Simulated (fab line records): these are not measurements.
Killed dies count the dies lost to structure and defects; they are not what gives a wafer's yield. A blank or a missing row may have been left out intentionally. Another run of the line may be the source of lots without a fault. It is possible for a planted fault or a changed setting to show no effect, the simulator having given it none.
Which tool was responsible?	flow berkeley-cmos170	21 wafers from 7 lots sampled at 2 of the route's 331 steps

## WHAT THE GAUGES SHOWED, per wafer
UCB170_V2_THK_MEAS_01.
lot	measured	on	V2_TEOS_THK (nm)
L251	day 8 08:35	film-metro-02	1992 2068 2039
L253	day 8 17:11	film-metro-01	1954 2000 2016
L260	day 9 11:03	film-metro-01	1989 1979 1998
L257	day 9 11:52	film-metro-04	2013 2044 2015
L266	day 10 23:48	film-metro-02	2021 2033 2043
L268	day 11 01:16	film-metro-04	2010 2025 2042
L274	day 12 09:51	film-metro-01	1977 2008 2031

## WHAT TOOL EACH LOT RAN ON (gives the tool, then ch and the chambers of the sampled wafers, and finally the start)
lot	UCB170_M2_SOFTBAKE_06
L251	litho-track-04 ch 0, day 8 05:44
L253	litho-track-03 ch 0, day 8 15:08
L260	litho-track-01 ch 0, day 9 08:01
L257	litho-track-03 ch 0, day 9 08:04
L266	litho-track-04 ch 0, day 10 21:04
L268	litho-track-03 ch 0, day 10 22:23
L274	litho-track-03 ch 0, day 12 07:25
- UCB170_M2_SOFTBAKE_06: time 61.63 s.

## THE ANSWER, worked out from the rows above alone
Rule: what is usual is taken from the lots themselves. Put in order of their means at a reading, lots are off if they are a third of the lots or fewer, leave a main group of 4 or more, and stand apart from it by a gap of 3 or more times the standard deviation of the main group's means; of several such gaps the widest counts. A main group is skipped when, at the precision printed for the reading in the tables above, its means are all equal. A lot without any number at a reading at which 4 lots or more have one is off too. The other lots that the step has rows for count as sound.
None of the lots is off at any reading shown; this tells nothing.

## WHAT WAS PUT IN BY THE SIMULATOR
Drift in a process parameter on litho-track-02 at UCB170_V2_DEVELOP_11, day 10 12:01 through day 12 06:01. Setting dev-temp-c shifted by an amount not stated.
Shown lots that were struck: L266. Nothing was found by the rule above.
